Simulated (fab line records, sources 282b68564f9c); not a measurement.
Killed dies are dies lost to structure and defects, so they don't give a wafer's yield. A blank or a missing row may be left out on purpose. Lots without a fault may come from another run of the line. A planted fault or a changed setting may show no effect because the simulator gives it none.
fab line records | flow rit_cmos
record lots=14 wafers=42 last_day=7
route steps=202 shown PRETRO@70 GATE@83 PLDD@122 NSD@137 M1@202
lots that met no fault: from a run of the same line without faults
start_h: hours from the record's first day to the start of the lot's first wafer shown | wait_h: hours since the lot's step before | " the same as in the row above | L1.1+2: a row that stands for several wafers | - no value, or no start given | * or withheld: withheld | < > ~ a bound
route shown NAME@n: a module of which the file shows steps, and the number in the route of the first | usual: mean/standard deviation of fault-free wafers | same: alike in all rows | chamber/n: place in a boat | sites: the reading at each site | _std_site: their standard deviation | _edge_site: outer sites' mean less inner sites' | radius_mm: how far each site lies from the wafer's centre | mask NAME#n: copy n | behind: the tool/chamber that last shaped the wafer | hold: why the lot was held/for how many hours/how that ended | device: the transistor (n, p or np) that didn't switch | end of line: the same wafers' tests at the end of the route | a step without rows: its recipe alone | killed: dies lost to structure and defects at the first sort, not the wafer's yield | map: a wafer's dies, x killed, . not, _ none there
set.NAME: the setting as run; set.NAME@STEP: as run at that earlier step | model.NAME: the simulator's own value behind a step, which no gauge read
steps of the route over a sample of lots; a table a step, a row a wafer
services: from which hour (start_h, from the record's first day; less than 0 if before it) a tool's chamber was out of use, for how many hours, and why
## steps
# step RIT_PRETRO_OVL_MEAS_06
# usual PRETRO_OVL=1.4/1.4
# columns lot.wafer tool chamber start_h wait_h PRETRO_OVL[nm]
L258.1 overlay-02 - 31.32 - 0.5
L258.2 " - " " 1.1
L258.4 " - " " -0.9
L261.2 overlay-02 - 45.79 - 2.0
L261.4 " - " " 2.6
L261.6 " - " " 2.9
L262.1 overlay-01 - 51.62 - 0.4
L262.2 " - " " 0.3
L262.4 " - " " -0.9
L263.1 overlay-02 - 57.95 - 0.7
L263.2 " - " " 2.0
L263.4 " - " " 1.5
L264.2 overlay-01 - 62.57 - 2.8
L264.5 " - " " 4.8
L264.6 " - " " 1.2
L265.2 overlay-02 - 67.19 - 3.8
L265.3 " - " " 2.2
L265.6 " - " " 2.2
L267.1 overlay-01 - 77.87 - -1.7
L267.3 " - " " -0.7
L267.5 " - " " -0.1
L272.1 overlay-02 - 101.99 - 3.2
L272.2 " - " " 1.7
L272.3 " - " " 2.2
L273.1 overlay-01 - 107.52 - 2.4
L273.3 " - " " 1.6
L273.4 " - " " 2.4
L275.3 overlay-01 - 115.81 - 3.1
L275.5 " - " " 2.7
L275.6 " - " " 2.0
L276.2 overlay-01 - 121.35 - 0.3
L276.4 " - " " 3.7
L276.5 " - " " 2.6
L277.4 overlay-02 - 126.08 - 1.2
L277.5 " - " " 1.2
L277.6 " - " " 1.0
L279.2 overlay-02 - 135.68 - -0.6
L279.3 " - " " 2.3
L279.5 " - " " 0.2
L281.1 overlay-02 - 146.01 - 0.3
L281.3 " - " " 1.3
L281.5 " - " " 0.2
# step RIT_GATE_THK_MEAS_07
# recipe reads=SiO2_of_GATE_OXIDATION_05
# usual GATE_OXIDE_THK=3.04/0.064
# columns lot.wafer tool chamber start_h wait_h GATE_OXIDE_THK[nm]
L258.1 film_metro-01 - 33.79 0.0 2.98
L258.2 " - " " 3.06
L258.4 " - " " 2.99
L261.2 film_metro-04 - 49.33 0.0 3.05
L261.4 " - " " 3.04
L261.6 " - " " 3.07
L262.1 film_metro-03 - 54.10 0.0 3.00
L262.2 " - " " 3.06
L262.4 " - " " 3.02
L263.1 film_metro-04 - 62.30 0.0 3.00
L263.2 " - " " 2.96
L263.4 " - " " 3.08
L264.2 film_metro-01 - 68.49 0.0 3.12
L264.5 " - " " 3.11
L264.6 " - " " 3.18
L265.2 film_metro-03 - 69.81 0.0 3.03
L265.3 " - " " 3.07
L265.6 " - " " 2.95
L267.1 film_metro-04 - 82.82 0.0 2.92
L267.3 " - " " 2.92
L267.5 " - " " 2.98
L272.1 film_metro-03 - 104.46 0.0 2.98
L272.2 " - " " 3.02
L272.3 " - " " 3.03
L273.1 film_metro-04 - 111.95 0.0 3.08
L273.3 " - " " 3.02
L273.4 " - " " 3.07
L275.3 film_metro-04 - 118.29 0.0 3.06
L275.5 " - " " 3.01
L275.6 " - " " 3.08
L276.2 film_metro-01 - 124.70 0.0 3.08
L276.4 " - " " 3.09
L276.5 " - " " 3.01
L277.4 film_metro-01 - 129.66 0.0 3.05
L277.5 " - " " 3.07
L277.6 " - " " 3.10
L279.2 film_metro-01 - 139.64 0.0 3.10
L279.3 " - " " 3.10
L279.5 " - " " 3.14
L281.1 film_metro-01 - 149.00 0.0 3.03
L281.3 " - " " 3.00
L281.5 " - " " 2.97
# step RIT_PLDD_IMPLANT_08
# recipe species=BF2 energy_kev=20 dose_cm2=9e+14 tilt_deg=7
# usual beam_on_s=10.01/0.2 dose_ions_cm2=9.001e+14/8.9e+11 end_station_pressure_torr=7.3e-06/3.7e-07
# same implant_ion_amu=49
# columns lot.wafer tool chamber start_h wait_h beam_on_s dose_ions_cm2 end_station_pressure_torr
L258.1 implanter-04 0 44.59 0.1 10.08 8.991e+14 6.8e-06
L258.2 " 0 " " 10.14 9.005e+14 7.1e-06
L258.4 " 0 " " 10.22 9.005e+14 7.6e-06
L261.2 implanter-01 0 58.36 0.1 9.98 9.005e+14 7.4e-06
L261.4 " 0 " " 9.97 8.971e+14 7.7e-06
L261.6 " 0 " " 10.37 8.987e+14 6.9e-06
L262.1 implanter-02 0 64.01 0.1 9.79 9e+14 6.8e-06
L262.2 " 0 " " 9.89 9.003e+14 7.5e-06
L262.4 " 0 " " 9.96 9.003e+14 7e-06
L263.1 implanter-04 0 73.83 0.1 10.04 8.987e+14 8.5e-06
L263.2 " 0 " " 9.95 9.007e+14 6.5e-06
L263.4 " 0 " " 10.06 9e+14 7.2e-06
L264.2 implanter-02 0 80.29 0.1 9.70 8.99e+14 7.5e-06
L264.5 " 0 " " 10.00 8.996e+14 7.5e-06
L264.6 " 0 " " 9.99 9.011e+14 6.9e-06
L265.2 implanter-04 0 80.66 0.1 10.11 9.007e+14 6.5e-06
L265.3 " 0 " " 10.33 8.997e+14 7.5e-06
L265.6 " 0 " " 10.06 8.996e+14 7.5e-06
L267.1 implanter-04 0 92.30 0.1 10.12 8.494e+14 7.3e-06
L267.3 " 0 " " 9.77 8.49e+14 6.8e-06
L267.5 " 0 " " 9.48 8.488e+14 7.7e-06
L272.1 implanter-04 0 114.36 0.1 9.90 8.495e+14 6.9e-06
L272.2 " 0 " " 9.98 8.486e+14 7.2e-06
L272.3 " 0 " " 10.14 8.475e+14 6.8e-06
L273.1 implanter-01 0 122.35 0.1 10.24 8.999e+14 6.9e-06
L273.3 " 0 " " 10.17 9.002e+14 7.6e-06
L273.4 " 0 " " 10.24 8.986e+14 6.5e-06
L275.3 implanter-02 0 127.68 0.1 10.26 8.984e+14 7.4e-06
L275.5 " 0 " " 10.03 8.997e+14 7.7e-06
L275.6 " 0 " " 9.93 9.002e+14 7.3e-06
L276.2 implanter-01 0 134.18 0.1 10.07 8.995e+14 7.3e-06
L276.4 " 0 " " 10.26 9.004e+14 7e-06
L276.5 " 0 " " 10.05 9.013e+14 6.8e-06
L277.4 implanter-02 0 138.86 0.1 9.92 9.003e+14 7.5e-06
L277.5 " 0 " " 10.13 9.007e+14 7.8e-06
L277.6 " 0 " " 10.04 9.003e+14 7e-06
L279.2 implanter-02 0 148.90 0.1 10.03 8.997e+14 7.1e-06
L279.3 " 0 " " 9.78 8.997e+14 7e-06
L279.5 " 0 " " 10.13 9.01e+14 7.5e-06
L281.1 implanter-02 0 158.52 0.1 9.97 9.006e+14 7.1e-06
L281.3 " 0 " " 10.11 8.993e+14 7.3e-06
L281.5 " 0 " " 9.98 8.999e+14 7.5e-06
# step RIT_NSD_OVL_MEAS_06
# usual NSD_OVL=-0.3/1.4
# columns lot.wafer tool chamber start_h wait_h NSD_OVL[nm]
L258.1 overlay-02 - 48.34 - -0.6
L258.2 " - " " -1.3
L258.4 " - " " -0.4
L261.2 overlay-02 - 62.07 - 3.2
L261.4 " - " " 2.7
L261.6 " - " " 2.1
L262.1 overlay-02 - 68.25 - 1.4
L262.2 " - " " -0.3
L262.4 " - " " -1.2
L263.1 overlay-02 - 79.00 - -1.3
L263.2 " - " " -2.2
L263.4 " - " " -0.7
L264.2 overlay-01 - 84.15 - -1.0
L264.5 " - " " 0.5
L264.6 " - " " -1.0
L265.2 overlay-02 - 84.50 - -0.9
L265.3 " - " " -2.7
L265.6 " - " " -0.7
L267.1 overlay-02 - 96.63 - -1.9
L267.3 " - " " -2.5
L267.5 " - " " -2.0
L272.1 overlay-02 - 118.25 - -1.8
L272.2 " - " " -0.6
L272.3 " - " " -1.8
L273.1 overlay-01 - 126.35 - -1.4
L273.3 " - " " -0.4
L273.4 " - " " -2.5
L275.3 overlay-01 - 131.68 - -0.5
L275.5 " - " " -1.3
L275.6 " - " " -1.8
L276.2 overlay-01 - 137.93 - 0.3
L276.4 " - " " -1.9
L276.5 " - " " -1.8
L277.4 overlay-02 - 142.68 - -0.3
L277.5 " - " " 0.7
L277.6 " - " " 2.0
L279.2 overlay-02 - 152.73 - 0.6
L279.3 " - " " 0.6
L279.5 " - " " 0.8
L281.1 overlay-01 - 162.38 - 0.8
L281.3 " - " " 0.9
L281.5 " - " " -1.6
# step RIT_SDANNEAL_RS_MEAS_06
# recipe thk_meas_gauge=four-point-probe
# usual PLDD_RS=178.6/0.39
# columns lot.wafer tool chamber start_h wait_h PLDD_RS[ohm/sq]
L258.1 film_metro-01 - 50.99 0.1 178.5
L258.2 " - " " 178.3
L258.4 " - " " 178.6
L261.2 film_metro-01 - 64.86 0.1 178.0
L261.4 " - " " 178.3
L261.6 " - " " 178.4
L262.1 film_metro-01 - 70.91 0.1 179.5
L262.2 " - " " 179.2
L262.4 " - " " 179.0
L263.1 film_metro-01 - 81.68 0.1 179.1
L263.2 " - " " 178.8
L263.4 " - " " 178.6
L264.2 film_metro-01 - 87.05 0.1 178.7
L264.5 " - " " 178.7
L264.6 " - " " 178.7
L265.2 film_metro-02 - 87.30 0.1 178.0
L265.3 " - " " 178.1
L265.6 " - " " 178.0
L267.1 film_metro-03 - 99.29 0.1 184.6
L267.3 " - " " 184.9
L267.5 " - " " 184.3
L272.1 film_metro-03 - 121.03 0.1 184.1
L272.2 " - " " 184.3
L272.3 " - " " 184.5
L273.1 film_metro-02 - 129.19 0.1 179.0
L273.3 " - " " 178.7
L273.4 " - " " 178.8
L275.3 film_metro-03 - 134.65 0.1 178.1
L275.5 " - " " 178.3
L275.6 " - " " 178.5
L276.2 film_metro-02 - 140.60 0.1 179.1
L276.4 " - " " 178.8
L276.5 " - " " 178.9
L277.4 film_metro-02 - 145.50 0.1 179.0
L277.5 " - " " 178.7
L277.6 " - " " 178.8
L279.2 film_metro-02 - 155.41 0.1 178.9
L279.3 " - " " 178.9
L279.5 " - " " 178.7
L281.1 film_metro-02 - 165.05 0.1 178.2
L281.3 " - " " 178.4
L281.5 " - " " 177.9
# step RIT_M1_PROBE_99
# usual killed_at_M0_to_M3=0.0/0.18 killed_at_contacts=0.1/0.38 killed_at_front_end=6.9/2.9 killed_dies=7.1/3 killed_open=3.5/2.1 killed_short=3.5/2
# same gross_dies=264 killed_at_M4_up=0 killed_at_back_side=0 killed_at_other=0
# columns lot.wafer tool chamber start_h wait_h killed_at_M0_to_M3 killed_at_contacts killed_at_front_end killed_dies killed_open killed_short
L267.1 prober-02 - 106.62 0.1 0 0 3 3 2 1
L267.3 prober-02 - 106.72 0.2 0 1 6 7 3 4
L267.5 prober-02 - 106.82 0.2 0 0 12 12 10 2
L272.1 prober-02 - 128.19 0.1 0 0 4 4 1 3
L272.2 prober-02 - 128.24 0.1 0 1 4 5 2 3
L272.3 prober-02 - 128.29 0.2 0 0 4 4 2 2
L275.3 prober-02 - 141.95 0.2 0 0 9 9 4 5
L275.5 prober-02 - 142.05 0.2 0 0 7 7 4 3
L275.6 prober-02 - 142.10 0.2 0 0 2 2 0 2
L277.4 prober-02 - 152.99 0.2 0 0 9 9 8 1
L277.5 prober-02 - 153.04 0.2 0 0 5 5 2 3
L277.6 prober-02 - 153.09 0.2 0 0 4 4 1 3
# killed by level:class
L267.1 FOX2:geometric_particle:open=1 GATE:geometric_particle:short=1 GATE:geometric_particle:open=1
L267.3 FOX1:geometric_particle:open=1 FOX2:geometric_particle:short=1 GATE:geometric_particle:short=1 REOX:geometric_particle:short=1 REOX:geometric_particle:open=1 SPACER:geometric_particle:short=1 CONTACT:geometric_particle:open=1
L267.5 GATE:geometric_particle:open=4 FOX2:geometric_particle:open=2 GATE:geometric_particle:short=2 SPACER:geometric_particle:open=2 FOX1:geometric_particle:open=1 SILICIDE:geometric_particle:open=1
L272.1 FOX1:geometric_particle:short=2 GATE:geometric_particle:short=1 GATE:geometric_particle:open=1
L272.2 REOX:geometric_particle:short=2 GATE:geometric_particle:open=1 REOX:geometric_particle:open=1 CONTACT:geometric_particle:short=1
L272.3 FOX1:geometric_particle:short=1 FOX2:geometric_particle:short=1 GATE:geometric_particle:open=1 SILICIDE:geometric_particle:open=1
L275.3 GATE:geometric_particle:open=3 GATE:geometric_particle:short=2 REOX:geometric_particle:short=2 REOX:geometric_particle:open=1 SILICIDE:geometric_particle:short=1
L275.5 GATE:geometric_particle:short=2 FOX1:geometric_particle:open=1 FOX2:geometric_particle:open=1 GATE:geometric_particle:open=1 SILICIDE:geometric_particle:short=1 SILICIDE:geometric_particle:open=1
L275.6 GATE:geometric_particle:short=1 SILICIDE:geometric_particle:short=1
L277.4 FOX2:geometric_particle:open=2 GATE:geometric_particle:open=2 SPACER:geometric_particle:open=2 FOX1:geometric_particle:open=1 GATE:geometric_particle:short=1 SILICIDE:geometric_particle:open=1
L277.5 REOX:geometric_particle:short=3 REOX:geometric_particle:open=1 SPACER:geometric_particle:open=1
L277.6 REOX:geometric_particle:short=3 REOX:geometric_particle:open=1
## services
# columns tool chamber start_h hours kind
implanter-04 - 25.48 0.5 repair
implanter-04 - 54.61 3.2 pm
implanter-04 - 112.19 1.7 repair
## key
first_sign step=RIT_PLDD_IMPLANT_08 reading=dose_ions_cm2 direction=down sigmas=58 usual=9.001e+14 struck=8.488e+14
effect step=RIT_SDANNEAL_RS_MEAS_06 reading=PLDD_RS direction=up sigmas=15 usual=178.6 struck=184.4
met_at RIT_PLDD_IMPLANT_08
struck_lots L267,L272
tester_left_out L267,L272
not_acting_at RIT_PRETRO_OVL_MEAS_06,RIT_GATE_THK_MEAS_07,RIT_NSD_OVL_MEAS_06
onset_between 80.66 92.30
fault kind=process_parameter_drift tool=implanter-04 chamber=- onset_h=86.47 steps=RIT_PLDD_IMPLANT_08 channel=dose_cm2 offset=-5.2035e+13 shape=step end_h=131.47 acts_in=these_recipes_only stated=9e+14
# tester_left_out: of these lots the tester's yield and bins aren't shown, on N5 and GAA mostly nor the transistor test; their killed dies are dies lost to structure and defects alone, not to doping, threshold or leakage, so they don't give the yield
